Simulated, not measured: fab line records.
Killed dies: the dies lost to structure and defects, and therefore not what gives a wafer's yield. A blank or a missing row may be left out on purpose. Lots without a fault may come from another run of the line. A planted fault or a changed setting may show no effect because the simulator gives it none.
Which of the tools did it?	flow ritCmos	21 wafers from 7 lots sampled at 2 of the route's 202 steps

WHAT THE GAUGES SHOWED, per wafer
RIT_CONTACT_THK_MEAS_01.
lot	measured	on	CONTACT_TEOS_THK (nm)
L249	day 3 14:17	filmMetro-04	393 388 393
L251	day 4 00:28	filmMetro-04	397 401 401
L253	day 4 16:13	filmMetro-04	398 389 402
L257	day 5 10:31	filmMetro-04	398 402 403
L259	day 5 18:35	filmMetro-03	414 404 408
L264	day 6 23:01	filmMetro-04	312 398 402
L270	day 8 02:13	filmMetro-04	397 392 405

WHAT TOOL EACH LOT RAN ON (gives the tool, then ch and the chambers of the sampled wafers, and finally the start)
lot	RIT_CONTACT_CVD_00
L249	pecvd-03 ch 0,2, day 3 14:14
L251	pecvd-01 ch 0,1, day 4 00:25
L253	pecvd-02 ch 1,2, day 4 16:10
L257	pecvd-01 ch 0,1,2, day 5 10:28
L259	pecvd-02 ch 0,1,2, day 5 18:31
L264	pecvd-03 ch 0,1, day 6 22:56
L270	pecvd-01 ch 1,2, day 8 02:10
- RIT_CONTACT_CVD_00: deposits SiO2 from TEOS, target thk 400 nm, time 61 s.

THE ANSWER, worked out from the rows above alone
Rule: the lots themselves supply what counts as usual. Put in order of their means at a reading, lots are off if they are a third of the lots or fewer, leave a main group of 4 or more, and stand apart from it by a gap of 3 or more times the standard deviation of the main group's means; of several such gaps the widest counts. If all means in a main group match to the digits the tables above print for the reading, that group is not used. A lot without any number at a reading at which 4 lots or more have one is off too. Where the step has rows for the other lots, those lots are counted as sound.
Off: L264, at RIT_CONTACT_THK_MEAS_01 (CONTACT_TEOS_THK). The main group has a mean of 399 nm with a standard deviation of 5.2.
A tool fits if, at a process step before that reading, it ran every lot that is off, and no sound lot after the first of them. The gauges at RIT_CONTACT_THK_MEAS_01 are tried like those tools. One fits: pecvd-03 at RIT_CONTACT_CVD_00. Its last sound lot is L249 (day 3 14:14), its first lot that is off L264 (day 6 22:56): a fault that began between those two fits.

WHAT THE SIMULATOR HAD PUT IN
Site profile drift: pecvd-03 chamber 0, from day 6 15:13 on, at RIT_CONTACT_CVD_00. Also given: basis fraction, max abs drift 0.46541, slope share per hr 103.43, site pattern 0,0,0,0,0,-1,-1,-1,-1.
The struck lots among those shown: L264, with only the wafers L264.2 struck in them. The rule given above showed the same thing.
